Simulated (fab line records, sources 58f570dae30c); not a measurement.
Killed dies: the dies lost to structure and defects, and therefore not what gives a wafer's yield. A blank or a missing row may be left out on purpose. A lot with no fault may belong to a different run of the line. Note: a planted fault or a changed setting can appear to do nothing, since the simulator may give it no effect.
Chamber matching :: flow berkeley_cmos170 :: cmp-02 running UCB170_V2_CMP_02: 4 sister chambers
The step polishes SiO2. 4 wafers are shown with their chamber, then 7 later ones without.

EACH WAFER AND ITS CHAMBER
wafer: L240.4
chamber: 2
motor_current_A (A): 17.3

wafer: L243.3
chamber: 0
motor_current_A (A): 15.5

wafer: L241.1
chamber: 3
motor_current_A (A): 14.5

wafer: L241.2
chamber: 1
motor_current_A (A): 14.1

WAFERS MISSING THEIR CHAMBER
wafer: L241.6
motor_current_A (A): 15.5

wafer: L253.2
motor_current_A (A): 14.7

wafer: L253.3
motor_current_A (A): 14.6

wafer: L253.5
motor_current_A (A): 15.6

wafer: L258.1
motor_current_A (A): 17.9

wafer: L258.2
motor_current_A (A): 16.1

wafer: L258.5
motor_current_A (A): 17.2

WHICH CHAMBER EACH WENT THROUGH
wafer: L241.6
from the rows above: 0
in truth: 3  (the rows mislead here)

wafer: L253.2
from the rows above: can't be placed: 3 or 1 or 0
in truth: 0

wafer: L253.3
from the rows above: can't be placed: 3 or 1
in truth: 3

wafer: L253.5
from the rows above: 0
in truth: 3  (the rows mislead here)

wafer: L258.1
from the rows above: 2
in truth: 2

wafer: L258.2
from the rows above: can't be placed: 0 or 2
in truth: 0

wafer: L258.5
from the rows above: 2
in truth: 2
Correct placement for 2 of the 7. These rows do not allow placing 3 (true chamber among the candidates in 3). Number placed wrongly: 2.
How it was worked out, from the rows above alone: a wafer's distance from a chamber is the root of the sum, over the readings, of the square of ((its reading less the chamber's mean) divided by the reading's scatter). The wafer belongs to the nearest chamber; if the next one is less than 2 further off, it can't be placed. Each chamber's mean is taken over the wafers shown for it. The scatter: root of mean squared gap, hidden wafer to nearest shown wafer, with one shown wafer a chamber.
